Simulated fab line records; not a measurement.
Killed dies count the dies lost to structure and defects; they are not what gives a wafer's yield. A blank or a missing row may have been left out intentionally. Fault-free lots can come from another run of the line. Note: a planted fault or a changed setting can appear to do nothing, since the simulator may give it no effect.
Which tool did it? ; flow ritCmos ; Sampling: 6 lots, 18 wafers, 2 of 202 route steps

WHAT EACH GAUGE READ, for each wafer
RIT_NRETRO_OVL_MEAS_06.
lot;measured;on;NRETRO_OVL (nm)
L620;day 2 23:49;overlay-02;-3.4 -3.2 -2.5
L623;day 3 15:23;overlay-01;-0.5 -0.2 -1.3
L625;day 3 22:55;overlay-01;-1.5 -1.1 0.2
L633;day 5 14:14;overlay-01;-0.3 -1.0 -0.5
L635;day 6 01:02;overlay-01;-1.0 -2.8 -1.5
L637;day 6 11:49;overlay-01;-2.9 -0.8 -2.5

TOOL THAT RAN EACH LOT (tool first, then ch and the chambers of the sampled wafers, then the start)
lot;RIT_NRETRO_EXPOSE_03
L620;ilineStepper-02 ch 0, day 2 23:25
L623;ilineStepper-02 ch 0, day 3 14:57
L625;ilineStepper-01 ch 0, day 3 22:29
L633;ilineStepper-02 ch 0, day 5 13:50
L635;ilineStepper-02 ch 0, day 6 00:37
L637;ilineStepper-01 ch 0, day 6 11:23
- RIT_NRETRO_EXPOSE_03: exposes mask M4, target cd 43900 nm.

THE ANSWER, worked out from the rows above alone
Rule: what is usual is taken from the lots themselves. Put in order of their means at a reading, lots are off if they are a third of the lots or fewer, leave a main group of 4 or more, and stand apart from it by a gap of 3 or more times the standard deviation of the main group's means; of several such gaps the widest counts. A main group whose means are all the same, to the digits that the tables above print for the reading, isn't used. A lot without any number at a reading at which 4 lots or more have one is off too. Where the step has rows for the other lots, those lots are counted as sound.
No lot is off at any reading shown: from this, nothing can be told.

WHAT WAS PUT IN BY THE SIMULATOR
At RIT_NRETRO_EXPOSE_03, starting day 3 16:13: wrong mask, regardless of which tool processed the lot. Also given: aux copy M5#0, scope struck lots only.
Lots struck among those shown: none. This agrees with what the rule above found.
